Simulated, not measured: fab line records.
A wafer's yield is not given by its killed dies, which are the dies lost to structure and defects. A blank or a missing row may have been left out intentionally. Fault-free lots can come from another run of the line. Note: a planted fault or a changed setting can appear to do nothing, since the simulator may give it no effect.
A struck lot beside a sound one || flow rit_cmos || 15 out of 202 route steps
Sound: these wafers, L894.3, L894.4, L894.5. Struck: wafers L905.4, L905.5, L905.6. At the end, the cause is stated.
Each step with rows lists, per side, the tool, then ch with its chambers, then its first start. Under that, the readings that differ: sound wafers || struck wafers || difference of the means || sigmas: that difference in standard deviations of wafers without a fault.
alike: a reading whose means differ by less than 2 such deviations, as well as words and numbers matching on both sides. not compared: withheld readings; readings where some wafer has no value; bounds like >300 that might hide an equal value; numbers whose values overlap and for which the record gives no deviation.
A row with sigmas, a row that says differs or no value, or rows on one side alone: a step with any of these is where the two part. Numbers that have no deviation but don't overlap get no sigmas and don't part them. A reading that every wafer of one side lacks parts them only if that side has two wafers or more.

first, 1 step without rows for these wafers: RIT_NWELL_IMPLANT_08.
RIT_NWELL_STRIP_09: strips in O2, time 180 s.
  sound on plasma_asher-03 ch 0,1, day 2 11:53; struck on plasma_asher-01 ch 0,1, day 4 19:27
  alike: drypump_motor_current_A, o2_flow_sccm
  not compared: rf_hours_counter_h
RIT_NWELL_TW_MEAS_10:
  sound: film_metro-03 at day 2 12:01; struck: film_metro-04 at day 4 19:36
{"reading": "NWELL_TW", "sound": "2087 2103 2115", "struck": "2156 2148 2150", "difference": "+50", "sigmas": "+2"}
then, 6 steps without rows for these wafers: RIT_PWELL_HMDS_00 (prime time 60 s); RIT_PWELL_COAT_01 (resist thk 1300 nm); RIT_PWELL_SOFTBAKE_02 (time 60 s); RIT_PWELL_EXPOSE_03 (exposes mask M3, target cd 43700 nm); RIT_PWELL_PEB_04; RIT_PWELL_DEVELOP_05 (develop time 70.64 s).
RIT_PWELL_OVL_MEAS_06:
  sound: overlay-01 at day 2 13:05; struck: overlay-01 at day 4 20:39
  alike: PWELL_OVL
then, 2 steps without rows for these wafers: RIT_PWELL_HARDBAKE_07 (time 120 s); RIT_PWELL_IMPLANT_08.
RIT_PWELL_STRIP_09: strips in O2, time 180 s.
  sound on plasma_asher-01 ch 0,1, day 2 13:34; struck on plasma_asher-04 ch 0,1, day 4 21:08
{"reading": "o2_flow_sccm (sccm)", "sound": "4022 4021 4001", "struck": "4803 4792 4826", "difference": "+792", "sigmas": "+61"}
  alike: drypump_motor_current_A
  not compared: rf_hours_counter_h
RIT_PWELL_TW_MEAS_10:
  sound: film_metro-02 at day 2 13:42; struck: film_metro-03 at day 4 21:16
  alike: PWELL_TW
RIT_M1_PROBE_99:
  sound: prober-01 at day 3 23:56; struck: prober-02 at day 6 09:21
  alike: killed_at_contacts, killed_at_front_end, killed_dies, killed_open, killed_short

== WHERE THEY PART ==
Earliest at RIT_NWELL_TW_MEAS_10; latest, in this record, at RIT_PWELL_STRIP_09. Later steps at which nothing parts them and some readings are alike: RIT_PWELL_TW_MEAS_10, RIT_M1_PROBE_99.

WHY: the cause the simulator had injected
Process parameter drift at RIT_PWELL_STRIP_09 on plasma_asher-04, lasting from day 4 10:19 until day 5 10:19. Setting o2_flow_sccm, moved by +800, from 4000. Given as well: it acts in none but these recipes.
